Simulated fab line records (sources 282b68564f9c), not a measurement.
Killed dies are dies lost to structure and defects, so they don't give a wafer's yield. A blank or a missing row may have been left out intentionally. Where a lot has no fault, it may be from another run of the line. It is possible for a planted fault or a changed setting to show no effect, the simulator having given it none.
One fault through the eyes of 2 desks + flow rit_cmos + every desk sees just its own numbers, and what lay behind them comes last

## FROM THE METROLOGY DESK
What the gauges read, lot by lot, whatever tool the lot ran on: means of the sampled wafers that have a number. If a lot's mean is further than 4 standard deviations from the usual mean, the lot is out of limits and carries the mark OUT (the distance appears in the brackets).
Columns: A = ACTIVE_NITRIDE_THK at RIT_ACTIVE_THK_MEAS_04, usual 149.9 nm
| lot  | first seen here | A               |
|------|-----------------|-----------------|
| L951 | day 1 18:32     | 150.4           |
| L952 | day 2 00:20     | 149.3           |
| L954 | day 2 10:29     | 149.6           |
| L955 | day 2 15:38     | 148.6           |
| L956 | day 2 20:31     | 150.7           |
| L957 | day 3 01:43     | 149.9           |
| L958 | day 3 05:56     | 151.5           |
| L959 | day 3 11:25     | 149.4           |
| L960 | day 3 20:52     | 149.0           |
| L968 | day 5 09:16     | 201.0 (+36) OUT |
| L969 | day 5 13:16     | 149.1           |
| L970 | day 5 18:49     | 150.7           |
| L973 | day 6 08:40     | 148.8           |
This desk's finding: out of limits on L968; first on L968, day 5 09:16 (ACTIVE_NITRIDE_THK at RIT_ACTIVE_THK_MEAS_04). Within limits: L951, L952, L954, L955, L956, L957, L958, L959, L960, L969, L970, L973.

## AT THE TOOL OWNER'S DESK: lpcvd-02
The tool's own readings at RIT_ACTIVE_CVD_03 (deposits Si3N4 from SiH2Cl2/NH3, target thk 150 nm, time 1500 s): means of the sampled wafers that have a number, for each lot that ran on this tool. If a lot's mean is further than 4 standard deviations from the usual mean, the lot is out of limits and carries the mark OUT (the distance appears in the brackets).
Columns: A = spike_tc_load_C at RIT_ACTIVE_CVD_03, usual 832.6 C
| lot  | first seen here | A     |
|------|-----------------|-------|
| L951 | day 1 17:07     | 832.6 |
| L955 | day 2 14:11     | 832.7 |
| L956 | day 2 19:06     | 832.6 |
| L957 | day 3 00:16     | 830.7 |
| L958 | day 3 04:30     | 829.9 |
| L959 | day 3 10:00     | 830.8 |
| L968 | day 5 07:51     | 831.7 |
| L970 | day 5 17:25     | 833.0 |
This desk found nothing out of limits on any of the 8 lots.

## TAKEN TOGETHER
L968 would have let the metrology desk raise an alarm at day 5 09:16.
Nothing out of limits was seen by the tool owner's desk.
On record at the tool owner's desk: L968, within its limits.
All the named lots went through RIT_ACTIVE_CVD_03 on lpcvd-02.

## WHAT WAS PUT IN BY THE SIMULATOR
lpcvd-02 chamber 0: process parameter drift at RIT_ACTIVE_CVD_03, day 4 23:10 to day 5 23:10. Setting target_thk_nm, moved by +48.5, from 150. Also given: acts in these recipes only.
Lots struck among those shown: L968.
Hours from the fault's start to each desk's first reading out of limits: the metrology desk, 10.
